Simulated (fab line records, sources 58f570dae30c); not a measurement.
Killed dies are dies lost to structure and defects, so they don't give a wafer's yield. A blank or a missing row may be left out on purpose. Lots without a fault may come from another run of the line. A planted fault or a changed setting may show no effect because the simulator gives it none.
Which tool did it? | flow berkeley_cmos170 | 15 lots, 45 wafers sampled, at 1 step of a route of 331

WHAT THE GAUGES READ, wafer by wafer
The record holds no reading of a measuring or inspecting step that can be judged against a usual standard deviation.

WHICH TOOL RAN EACH LOT (tool, then ch and the chambers of the sampled wafers, then the start)
lot  | UCB170_START_ANNEAL_04
L253 | furnace-02 ch 0, day 2 03:02
L254 | furnace-01 ch 0, day 2 07:49
L258 | furnace-01 ch 0, day 2 22:46
L259 | furnace-02 ch 0, day 3 08:52
L261 | furnace-02, day 3 19:10
L262 | furnace-02, day 3 19:10
L263 | furnace-02, day 4 05:01
L264 | furnace-02 ch 0, day 4 05:01
L266 | furnace-01 ch 0, day 4 13:41
L267 | furnace-02 ch 0, day 4 21:29
L269 | furnace-02 ch 0, day 5 10:25
L270 | furnace-02 ch 0, day 5 10:25
L271 | furnace-04 ch 0, day 5 23:33
L272 | furnace-04 ch 0, day 5 23:33
L275 | furnace-02 ch 0, day 6 16:49
- UCB170_START_ANNEAL_04: time 1200 s.

WHAT THE TOOLS THEMSELVES READ (means of the sampled wafers that have a number; where no wafer has one, the mark that the record gives instead)
UCB170_START_ANNEAL_04. Usual: spike_tc_centre_C 952.9 C, standard deviation 1.3; spike_tc_load_C 976 C, standard deviation 3.4; zone_power_centre_pct 44 %, standard deviation 4.5.
lot  | tool       | spike_tc_centre_C (C) | spike_tc_load_C (C) | zone_power_centre_pct (%) | flag
L253 | furnace-02 | 952.1                 | 980                 | 41                        |
L254 | furnace-01 | 954.3                 | 973                 | 50                        |
L258 | furnace-01 | 954.0                 | 973                 | 50                        |
L259 | furnace-02 | 952.6                 | 979                 | 40                        |
L261 | furnace-02 | -                     | -                   | -                         | OFF
L262 | furnace-02 | -                     | -                   | -                         | OFF
L263 | furnace-02 | -                     | -                   | -                         | OFF
L264 | furnace-02 | 953.0                 | 979                 | 41                        |
L266 | furnace-01 | 953.5                 | 972                 | 51                        |
L267 | furnace-02 | 953.1                 | 979                 | 40                        |
L269 | furnace-02 | 952.8                 | 979                 | 41                        |
L270 | furnace-02 | 954.1                 | 978                 | 41                        |
L271 | furnace-04 | 951.5                 | 971                 | 43                        |
L272 | furnace-04 | 951.6                 | 973                 | 44                        |
L275 | furnace-02 | 951.6                 | 980                 | 40                        |

THE ANSWER, worked out from the rows above alone
Rule: a lot is off if the mean of its wafers that have a number lies more than 3 standard deviations from the usual mean. A lot without any number at a reading at which 4 lots or more have one is off too. The other lots that the step has rows for count as sound. The gauges are gone through in route order, then the tools' own readings, and for those a lot's mean is taken as printed above. The first step at which some lot is off is used, and at that step the reading that is off furthest; a lot without a number counts as furthest.
Off: L261, L262, L263, at UCB170_START_ANNEAL_04 (spike_tc_centre_C). Without a number there: L261, L262, L263.
A tool fits if, at that step or a process step before it, it ran every lot that is off, and no sound lot after the first of them. None of those tried fits.

WHAT THE SIMULATOR HAD PUT IN
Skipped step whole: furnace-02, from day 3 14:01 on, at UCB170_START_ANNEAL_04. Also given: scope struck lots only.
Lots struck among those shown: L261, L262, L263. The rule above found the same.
